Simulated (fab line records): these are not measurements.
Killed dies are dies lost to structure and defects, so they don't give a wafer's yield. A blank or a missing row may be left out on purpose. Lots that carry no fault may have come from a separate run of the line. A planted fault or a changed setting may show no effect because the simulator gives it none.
Which tool is to blame? -- flow ritCmos -- 14 lots with 42 wafers sampled at 2 steps, on a route of 202 steps

== WHAT THE GAUGES SHOWED, per wafer ==
Not one reading of a measure or inspect step in the record can be checked against a usual standard deviation.

== WHICH TOOL RAN EACH LOT (tool, then ch and the chambers of the sampled wafers, then the start) ==
lot,RIT_CONTACT_STRIP_12,RIT_M1_PROBE_99
L372,"plasmaAsher-04 ch 0,1, day 3 05:02","prober-01, day 3 10:31"
L373,"plasmaAsher-02 ch 0,1, day 3 11:08","prober-02, day 3 15:52"
L374,"plasmaAsher-02 ch 0,1, day 3 18:07","prober-01, day 3 22:55"
L375,"plasmaAsher-02 ch 0,1, day 3 19:49","prober-02, day 4 01:43"
L379,"plasmaAsher-01 ch 0,1, day 4 14:46","prober-02, day 4 20:31"
L382,"plasmaAsher-02 ch 0,1, day 5 07:40","prober-01, day 5 14:50"
L384,"plasmaAsher-04 ch 0,1, day 5 18:54","prober-01, day 5 23:44"
L388,"plasmaAsher-01 ch 0,1, day 6 16:45","prober-01, day 7 00:06"
L391,"plasmaAsher-04 ch 0,1, day 7 08:47","prober-02, day 7 15:03"
L390,"plasmaAsher-04 ch 0, day 7 10:55","prober-01, day 7 17:37"
L392,"plasmaAsher-01 ch 0,1, day 7 14:14","prober-02, day 7 21:39"
L393,"plasmaAsher-04 ch 0,1, day 7 23:57","prober-01, day 8 05:31"
L394,"plasmaAsher-01 ch 0,1, day 8 02:34","prober-02, day 8 07:17"
L395,"plasmaAsher-04 ch 0,1, day 8 14:04","prober-02, day 8 19:35"
- RIT_CONTACT_STRIP_12: strips in O2, time 180 s.
- RIT_M1_PROBE_99

== WHAT THE TOOLS THEMSELVES READ (means of the sampled wafers that have a number; where no wafer has one, the mark that the record gives instead) ==
RIT_CONTACT_STRIP_12.
lot,tool,drypumpMotorCurrentA (A),runLengthS (s)
L372,plasmaAsher-04,5.8,208.2
L373,plasmaAsher-02,5.7,208.0
L374,plasmaAsher-02,6.0,208.5
L375,plasmaAsher-02,5.7,209.9
L379,plasmaAsher-01,6.2,208.5
L382,plasmaAsher-02,5.7,210.1
L384,plasmaAsher-04,5.8,208.0
L388,plasmaAsher-01,6.3,208.2
L391,plasmaAsher-04,5.8,207.8
L390,plasmaAsher-04,5.9,208.4
L392,plasmaAsher-01,6.3,208.5
L393,plasmaAsher-04,5.8,208.0
L394,plasmaAsher-01,6.2,208.6
L395,plasmaAsher-04,5.9,208.1

RIT_M1_PROBE_99.
lot,tool,killedAtFrontEnd,killedDies,killedOpen,killedShort
L372,prober-01,5.7,5.7,3.0,2.7
L373,prober-02,8.0,8.0,5.3,2.7
L374,prober-01,8.3,8.3,5.0,3.3
L375,prober-02,4.3,4.3,2.7,1.7
L379,prober-02,5.0,5.0,2.0,2.7
L382,prober-01,6.0,6.0,3.3,2.7
L384,prober-01,9.3,9.3,3.7,5.7
L388,prober-01,4.0,4.0,2.0,2.0
L391,prober-02,7.3,7.3,3.3,4.0
L390,prober-01,4.7,4.7,2.7,2.0
L392,prober-02,9.7,9.7,3.7,6.0
L393,prober-01,5.3,5.3,2.3,3.0
L394,prober-02,5.3,5.3,2.7,2.7
L395,prober-02,9.0,9.0,4.0,5.0

== THE ANSWER, worked out from the rows above alone ==
Rule: the lots themselves supply what counts as usual. The widest of any qualifying gaps counts: lots, ordered by their means at a reading, are off when they make up no more than a third of the lots, leave a main group of 4 or more, and stand apart from it by 3 or more times the standard deviation of that group's means. A main group whose means are all the same, to the digits that the tables above print for the reading, isn't used. A lot without any number at a reading at which 4 lots or more have one is off too. The other lots that the step has rows for count as sound. First the gauges in route order, then the tools' own readings, where a lot's mean is used as printed above. At the first step where some lot is off, the reading lying furthest off is the one used; lots without a number count as furthest.
Off at RIT_CONTACT_STRIP_12 (runLengthS): L375, L382. The main group has a mean of 208.2 s with a standard deviation of 0.25.
If a tool, at that step or one of the process steps before it, ran each lot that is off and ran no sound lot following the first of them, it fits. One candidate fits, namely plasmaAsher-02 at RIT_CONTACT_STRIP_12. Its last sound lot is L374 (day 3 18:07), its first lot that is off L375 (day 3 19:49): a fault that began between those two fits.
The tool's own readings at RIT_CONTACT_STRIP_12 bear it out: on the lots that are off they differ by more than 5 times the standard deviation of the sound lots' means. runLengthS reads 210.0 s there against 208.2 s on the sound lots.

== WHAT WAS PUT IN BY THE SIMULATOR ==
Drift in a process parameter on plasmaAsher-02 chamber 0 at RIT_CONTACT_STRIP_12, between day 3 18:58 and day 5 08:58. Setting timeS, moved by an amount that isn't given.
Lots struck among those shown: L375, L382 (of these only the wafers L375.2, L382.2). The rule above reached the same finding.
